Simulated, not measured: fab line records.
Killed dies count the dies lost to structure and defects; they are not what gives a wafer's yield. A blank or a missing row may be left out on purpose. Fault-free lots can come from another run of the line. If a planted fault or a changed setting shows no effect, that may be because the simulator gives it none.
Chamber matching + flow berkeley_cmos170 + UCB170_NWELL_ETCH_13 on rie_diel-02: 4 sister chambers
The step etches Si3N4 in CH3F/Ar/O2, stops on SiO2, target depth 246.4 nm, time 154 s. 4 wafers are shown with their chamber, then 7 later ones without.

== EACH WAFER AND ITS CHAMBER ==
| wafer  | chamber | throttle_valve_pct (%) |
|--------|---------|------------------------|
| L085.1 | 2       | 8.30                   |
| L085.6 | 3       | 8.10                   |
| L088.1 | 0       | 8.15                   |
| L088.4 | 1       | 7.96                   |

== WAFERS WITH NO CHAMBER GIVEN ==
| wafer  | throttle_valve_pct (%) |
|--------|------------------------|
| L088.5 | 7.95                   |
| L093.2 | 8.16                   |
| L093.3 | 7.96                   |
| L093.4 | 8.30                   |
| L096.1 | 8.29                   |
| L096.2 | 8.17                   |
| L096.4 | 7.94                   |

== EACH ONE'S CHAMBER ==
| wafer  | from the rows above | in truth |
|--------|---------------------|----------|
| L088.5 | 1                   | 1        |
| L093.2 | 0                   | 0        |
| L093.3 | 1                   | 1        |
| L093.4 | 2                   | 2        |
| L096.1 | 2                   | 2        |
| L096.2 | 0                   | 0        |
| L096.4 | 1                   | 1        |
Correct placement for 7 of the 7. Number that these rows cannot place: 0. Placed wrongly: 0.
How it was worked out, from the rows above alone: a wafer's distance from a chamber is the root of the sum, over the readings, of the square of ((its reading less the chamber's mean) divided by the reading's scatter). The wafer belongs to the nearest chamber; if the next one is less than 2 further off, it can't be placed. Each chamber's mean is taken over the wafers shown for it. The scatter: with one shown wafer a chamber, the root of the mean of the squares of how far each hidden wafer lies from its nearest shown one.
